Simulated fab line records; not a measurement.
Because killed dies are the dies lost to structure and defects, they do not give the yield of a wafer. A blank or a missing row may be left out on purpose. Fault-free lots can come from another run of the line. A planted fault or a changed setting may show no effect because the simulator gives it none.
The tool behind it: which one?	flow berkeley cmos170	7 lots with 21 wafers sampled at 3 steps, on a route of 331 steps

== WHAT THE GAUGES SHOWED, per wafer ==
UCB170_PLDD_TW_MEAS_11.
lot	measured	on	PLDD_TW
L873	day 7 15:47	film metro-04	1007 1002 1001
L876	day 8 07:39	film metro-01	1017 1013 1018
L878	day 8 15:37	film metro-04	1001 1003 1003
L880	day 9 05:34	film metro-02	1017 1007 1010
L883	day 9 19:17	film metro-02	1010 1018 1006
L891	day 11 03:17	film metro-02	980 973 981
L893	day 11 09:40	film metro-01	987 985 986

== WHAT TOOL EACH LOT RAN ON (gives the tool, then ch and the chambers of the sampled wafers, and finally the start) ==
lot	UCB170_NWELL_ETCH_13	UCB170_PLDD_IMPLANT_09
L873	rie diel-01 ch 2,3, day 2 15:37	implanter-02 ch 0, day 7 15:34
L876	rie diel-01 ch 1,2,3, day 3 02:31	implanter-04 ch 0, day 8 07:24
L878	rie diel-03 ch 0,1,2, day 3 18:50	implanter-01 ch 0, day 8 15:22
L880	rie diel-03 ch 1,2,3, day 4 03:57	implanter-02 ch 0, day 9 05:20
L883	rie diel-04 ch 2,3, day 5 00:59	implanter-01 ch 0, day 9 18:59
L891	rie diel-01 ch 0,3, day 6 10:42	implanter-02 ch 0, day 11 03:00
L893	rie diel-01 ch 0,2,3, day 7 01:32	implanter-02 ch 0, day 11 09:25
- UCB170_NWELL_ETCH_13: etches Si3N4 in CH3F/Ar/O2, stops on SiO2, target depth 246.4 nm, time 154 s.
- UCB170_PLDD_IMPLANT_09

== THE ANSWER, worked out from the rows above alone ==
Rule: the lots themselves supply what counts as usual. Put in order of their means at a reading, lots are off if they are a third of the lots or fewer, leave a main group of 4 or more, and stand apart from it by a gap of 3 or more times the standard deviation of the main group's means; of several such gaps the widest counts. The tables above print the reading to a certain number of digits; a main group whose means all agree to those digits is not used. A lot without any number at a reading at which 4 lots or more have one is off too. Any other lot the step has rows for is counted as sound.
Off: at UCB170_PLDD_TW_MEAS_11 (PLDD_TW), L891, L893. Mean 1009 and standard deviation 5.2 in the main group.
A tool fits if, at a process step before that reading, it ran every lot that is off, and no sound lot after the first of them. The gauges at UCB170_PLDD_TW_MEAS_11 are tried like those tools. This does not decide it: 2 tools fit, namely rie diel-01 at UCB170_NWELL_ETCH_13 and implanter-02 at UCB170_PLDD_IMPLANT_09.

== WHAT THE SIMULATOR HAD INSERTED ==
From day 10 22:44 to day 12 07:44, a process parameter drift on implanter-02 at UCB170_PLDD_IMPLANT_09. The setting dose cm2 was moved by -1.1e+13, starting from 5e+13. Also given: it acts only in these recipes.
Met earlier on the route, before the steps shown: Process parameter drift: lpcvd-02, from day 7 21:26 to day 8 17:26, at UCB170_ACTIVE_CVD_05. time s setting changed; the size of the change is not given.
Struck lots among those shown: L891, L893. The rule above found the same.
